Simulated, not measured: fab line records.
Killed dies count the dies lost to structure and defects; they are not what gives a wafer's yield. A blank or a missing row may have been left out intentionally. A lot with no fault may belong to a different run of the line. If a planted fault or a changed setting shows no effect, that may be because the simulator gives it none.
Which tool did it?    flow rit cmos    39 wafers from 13 lots sampled at 2 of the route's 202 steps

WHAT THE GAUGES SHOWED, per wafer
RIT_ACTIVE_CD_MEAS_11 targets a cd of 1400 nm.
lot   measured     on         cd nm (nm)
L715  day 1 14:56  cd sem-01  1400.7 1400.9 1401.1
L716  day 1 20:54  cd sem-02  1403.7 1405.7 1403.9
L717  day 2 01:33  cd sem-02  1400.9 1399.2 1399.5
L719  day 2 10:59  cd sem-02  1399.0 1399.9 1399.3
L720  day 2 16:19  cd sem-01  1397.6 1399.5 1398.4
L721  day 2 21:28  cd sem-01  1402.0 1402.5 1402.3
L723  day 3 08:18  cd sem-01  1397.1 1398.0 1399.3
L724  day 3 15:17  cd sem-02  1400.7 1400.2 1399.2
L725  day 3 19:26  cd sem-02  1397.3 1398.1 1400.4
L726  day 4 00:41  cd sem-02  1397.1 1399.6 1396.9
L729  day 4 12:29  cd sem-02  1399.8 1398.5 1401.2
L731  day 5 00:35  cd sem-02  1398.0 1398.7 1397.0
L738  day 6 10:30  cd sem-01  1375.2 1354.0 1327.7

WHAT TOOL EACH LOT RAN ON (gives the tool, then ch and the chambers of the sampled wafers, and finally the start)
lot   RIT_ACTIVE_EXPOSE_08
L715  iline stepper-02 ch 0, day 1 14:32
L716  iline stepper-02 ch 0, day 1 20:26
L717  iline stepper-01 ch 0, day 2 01:09
L719  iline stepper-02 ch 0, day 2 10:35
L720  iline stepper-01 ch 0, day 2 15:55
L721  iline stepper-02 ch 0, day 2 21:04
L723  iline stepper-02 ch 0, day 3 07:54
L724  iline stepper-02 ch 0, day 3 14:53
L725  iline stepper-01 ch 0, day 3 19:02
L726  iline stepper-02 ch 0, day 4 00:17
L729  iline stepper-02 ch 0, day 4 12:05
L731  iline stepper-01 ch 0, day 5 00:11
L738  iline stepper-01 ch 0, day 6 10:06
- RIT_ACTIVE_EXPOSE_08: exposes mask M1, target cd 1400 nm.

WHAT THE TOOLS THEMSELVES READ (means of the sampled wafers that have a number; where no wafer has one, the mark that the record gives instead)
RIT_ACTIVE_EXPOSE_08.
lot   tool              exposure dose mJ cm2
L715  iline stepper-02  224.8
L716  iline stepper-02  224.7
L717  iline stepper-01  228.3
L719  iline stepper-02  225.1
L720  iline stepper-01  228.5
L721  iline stepper-02  225.0
L723  iline stepper-02  225.1
L724  iline stepper-02  224.9
L725  iline stepper-01  228.2
L726  iline stepper-02  224.7
L729  iline stepper-02  225.2
L731  iline stepper-01  228.2
L738  iline stepper-01  215.2

THE ANSWER, worked out from the rows above alone
Rule: the usual values come from the lots themselves. Put in order of their means at a reading, lots are off if they are a third of the lots or fewer, leave a main group of 4 or more, and stand apart from it by a gap of 3 or more times the standard deviation of the main group's means; of several such gaps the widest counts. A main group whose means are all the same, to the digits that the tables above print for the reading, isn't used. Also off: a lot with no number at a reading for which 4 or more lots have one. All remaining lots with rows at the step are treated as sound. First the gauges in route order, then the tools' own readings, where a lot's mean is used as printed above. At the first step where some lot is off, the reading lying furthest off is the one used; lots without a number count as furthest.
Off: L738, at RIT_ACTIVE_CD_MEAS_11 (cd nm). For the main group the mean is 1399.8 nm and the standard deviation 1.9.
A tool fits if, at a process step before that reading, it ran every lot that is off, and no sound lot after the first of them. Not tried: the gauges at RIT_ACTIVE_CD_MEAS_11; whatever is off there is also off at RIT_ACTIVE_EXPOSE_08, on other tools, and gauge error can't account for it. One fits: RIT_ACTIVE_EXPOSE_08 on iline stepper-01. A fault onset in the window from L731 (day 5 00:11, its last sound lot) to L738 (day 6 10:06, its first lot off) fits.
The tool's own readings at RIT_ACTIVE_EXPOSE_08 bear it out: on the lots that are off they differ by more than 5 times the standard deviation of the sound lots' means. exposure dose mJ cm2 reads 215.2 there against 226.1 on the sound lots.

WHAT THE SIMULATOR PUT IN
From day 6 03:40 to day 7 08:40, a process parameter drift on iline stepper-01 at RIT_ACTIVE_EXPOSE_08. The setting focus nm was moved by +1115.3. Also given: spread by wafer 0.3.
Shown lots that were struck: L738. The same result came from the rule above.
